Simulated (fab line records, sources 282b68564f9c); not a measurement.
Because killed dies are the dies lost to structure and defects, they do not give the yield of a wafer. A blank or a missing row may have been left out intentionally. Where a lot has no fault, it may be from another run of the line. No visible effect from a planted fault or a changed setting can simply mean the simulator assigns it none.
fab line records | flow rit-cmos
record lots=14 wafers=42 last-day=7
route steps=202 shown NSD@139
lots that met no fault: from a run of the same line without faults
start-h: start of the lot's first displayed wafer, in hours after the record's first day | wait-h: hours since the lot's step before | " identical to the entry in the row above | L1.1+2: one row covering several wafers at once | - either no value or no given start | * or withheld: withheld | < > ~ a bound
route shown NAME@n: names a module that has steps shown in the file, with the first one's number in the route | usual: the fault-free wafers' mean and standard deviation | same: alike in all rows | chamber/n: place in a boat | sites: per-site readings | _std_site: the standard deviation of these | _edge_site: mean of outer sites minus mean of inner sites | radius-mm: for every site, how far away it sits from the centre of the wafer | mask NAME#n: copy n | behind: tool/chamber where the wafer was last shaped | hold: why the lot was held/for how many hours/how that ended | device: the n, p or np transistor that did not switch | end of line: the route-end tests of the same wafers | a step with no rows: only its recipe | killed: dies lost to structure and defects at the first sort, not the wafer's yield | map: a wafer's dies, marking killed ones x, the rest . and places with no die _
set.NAME: the setting that was run; set.NAME@STEP: the one run at that earlier step | model.NAME: the simulator's own value behind a step, which no gauge read
one table for each step of the route and one row for each wafer, over a sample of lots
services: from which hour (start-h, from the record's first day; less than 0 if before it) a tool's chamber was out of use, for how many hours, and why
## steps
# step RIT_NSD_IMPLANT_08
# recipe species=P energy-kev=25 dose-cm2=1e+15 tilt-deg=7
# usual beam-on-s=10.00/0.19 faraday-current-uA=3132/62
# columns lot.wafer tool chamber start-h wait-h beam-on-s faraday-current-uA
L364.1 implanter-01 0 51.77 0.1 10.00 3151
L364.2 " 0 " " 10.27 3051
L364.3 " 0 " " 9.94 3158
L367.2 implanter-03 0 68.79 0.1 9.98 3136
L367.3 " 0 " " 10.14 3085
L367.6 " 0 " " 9.96 3148
L369.1 implanter-03 0 78.89 0.1 10.29 3042
L369.4 " 0 " " 9.93 3144
L369.6 " 0 " " 9.79 3206
L370.1 implanter-04 0 84.49 0.1 10.11 3104
L370.3 " 0 " " 10.11 3092
L370.6 " 0 " " 10.20 3079
L373.3 implanter-04 0 96.50 0.1 9.72 3228
L373.4 " 0 " " 9.93 3160
L373.5 " 0 " " 9.77 3214
L374.1 implanter-04 0 105.09 0.1 10.01 3125
L374.2 " 0 " " 9.75 3197
L374.3 " 0 " " 9.97 3141
L375.2 implanter-04 0 109.76 0.1 10.23 3069
L375.3 " 0 " " 10.05 3123
L375.6 " 0 " " 9.76 3201
L376.1 implanter-04 0 114.05 0.1 10.40 3024
L376.2 " 0 " " 9.70 3225
L376.3 " 0 " " 10.11 3109
L380.2 implanter-03 0 128.83 0.1 14.50 2150
L380.4 " 0 " " 13.66 2297
L380.5 " 0 " " 14.48 2158
L381.3 implanter-03 0 137.73 0.1 14.28 2190
L381.5 " 0 " " 13.88 2257
L381.6 " 0 " " 14.73 2137
L382.1 implanter-01 0 143.93 0.1 10.06 3106
L382.2 " 0 " " 10.19 3061
L382.5 " 0 " " 10.04 3112
L384.2 implanter-01 0 154.79 0.1 9.64 3234
L384.3 " 0 " " 10.31 3019
L384.5 " 0 " " 10.21 3071
L385.1 implanter-04 0 158.71 0.1 9.85 3178
L385.3 " 0 " " 9.93 3168
L385.6 " 0 " " 9.94 3167
L387.1 implanter-01 0 163.89 0.1 9.96 3161
L387.2 " 0 " " 9.91 3154
L387.4 " 0 " " 10.12 3095
# step RIT_NSD_TW_MEAS_10
# usual NSD_TW=3132/28
# columns lot.wafer tool chamber start-h wait-h NSD_TW
L364.1 film-metro-02 - 52.10 0.1 3110
L364.2 " - " " 3108
L364.3 " - " " 3105
L367.2 film-metro-03 - 69.10 0.1 3166
L367.3 " - " " 3178
L367.6 " - " " 3178
L369.1 film-metro-02 - 79.22 0.1 3097
L369.4 " - " " 3102
L369.6 " - " " 3106
L370.1 film-metro-03 - 84.82 0.1 3160
L370.3 " - " " 3165
L370.6 " - " " 3154
L373.3 film-metro-03 - 96.79 0.1 3164
L373.4 " - " " 3164
L373.5 " - " " 3156
L374.1 film-metro-02 - 105.41 0.1 3105
L374.2 " - " " 3103
L374.3 " - " " 3103
L375.2 film-metro-02 - 110.07 0.1 3101
L375.3 " - " " 3103
L375.6 " - " " 3107
L376.1 film-metro-01 - 114.38 0.1 3129
L376.2 " - " " 3123
L376.3 " - " " 3123
L380.2 film-metro-01 - 129.14 0.1 3321
L380.4 " - " " 3319
L380.5 " - " " 3316
L381.3 film-metro-03 - 138.02 0.1 3381
L381.5 " - " " 3395
L381.6 " - " " 3403
L382.1 film-metro-03 - 144.25 0.1 3123
L382.2 " - " " 3131
L382.5 " - " " 3140
L384.2 film-metro-02 - 155.10 0.1 3101
L384.3 " - " " 3109
L384.5 " - " " 3114
L385.1 film-metro-03 - 159.04 0.1 3140
L385.3 " - " " 3146
L385.6 " - " " 3156
L387.1 film-metro-03 - 164.21 0.1 3121
L387.2 " - " " 3132
L387.4 " - " " 3161
# step RIT_SDANNEAL_RS_MEAS_05
# recipe thk-meas-gauge=four-point-probe
# usual NSD_RS=84.66/0.29
# columns lot.wafer tool chamber start-h wait-h NSD_RS[ohm/sq]
L364.1 film-metro-03 - 54.47 0.1 84.70
L364.2 " - " " 85.12
L364.3 " - " " 85.13
L367.2 film-metro-02 - 71.39 0.1 84.24
L367.3 " - " " 84.52
L367.6 " - " " 84.18
L369.1 film-metro-03 - 81.28 0.1 84.28
L369.4 " - " " 84.35
L369.6 " - " " 84.35
L370.1 film-metro-01 - 87.24 0.1 84.46
L370.3 " - " " 84.59
L370.6 " - " " 84.75
L373.3 film-metro-03 - 98.94 0.1 84.74
L373.4 " - " " 84.79
L373.5 " - " " 85.00
L374.1 film-metro-03 - 107.63 0.1 85.19
L374.2 " - " " 85.10
L374.3 " - " " 84.91
L375.2 film-metro-03 - 112.12 0.1 84.68
L375.3 " - " " 84.70
L375.6 " - " " 84.81
L376.1 film-metro-03 - 116.55 0.1 84.63
L376.2 " - " " 84.74
L376.3 " - " " 84.68
L380.2 film-metro-01 - 131.35 0.1 64.84
L380.4 " - " " 64.84
L380.5 " - " " 64.72
L381.3 film-metro-03 - 140.44 0.1 64.59
L381.5 " - " " 64.54
L381.6 " - " " 64.32
L382.1 film-metro-02 - 146.84 0.1 84.37
L382.2 " - " " 84.76
L382.5 " - " " 84.76
L384.2 film-metro-03 - 157.14 0.1 84.76
L384.3 " - " " 84.69
L384.5 " - " " 84.75
L385.1 film-metro-01 - 161.14 0.1 84.68
L385.3 " - " " 84.85
L385.6 " - " " 84.62
L387.1 film-metro-02 - 166.40 0.1 84.89
L387.2 " - " " 84.74
L387.4 " - " " 84.37
## services
# columns tool chamber start-h hours kind
implanter-04 - 30.25 0.6 repair
implanter-04 - 111.99 1.2 repair
implanter-03 - 118.92 0.6 repair
implanter-04 - 134.68 5.6 repair
implanter-03 - 156.60 2.6 repair
## key
first-sign step=RIT_NSD_IMPLANT_08 reading=beam-on-s direction=up sigmas=22 usual=10.00 struck=14.25
effect step=RIT_NSD_IMPLANT_08 reading=faraday-current-uA direction=down sigmas=15 usual=3132 struck=2198
effect step=RIT_NSD_TW_MEAS_10 reading=NSD_TW direction=up sigmas=7.9 usual=3132 struck=3356
effect step=RIT_SDANNEAL_RS_MEAS_05 reading=NSD_RS direction=down sigmas=69 usual=84.66 struck=64.64
met-at RIT_NSD_IMPLANT_08
struck-lots L380,L381
tester-left-out L380,L381
onset-between 78.89 128.83
fault kind=process-parameter-drift tool=implanter-03 chamber=- onset-h=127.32 steps=RIT_NSD_IMPLANT_08 channel=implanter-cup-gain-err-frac offset=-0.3 shape=step end-h=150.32
# tester-left-out: of these lots the tester's yield and bins aren't shown, on N5 and GAA mostly nor the transistor test; their killed dies are dies lost to structure and defects alone, not to doping, threshold or leakage, so they don't give the yield
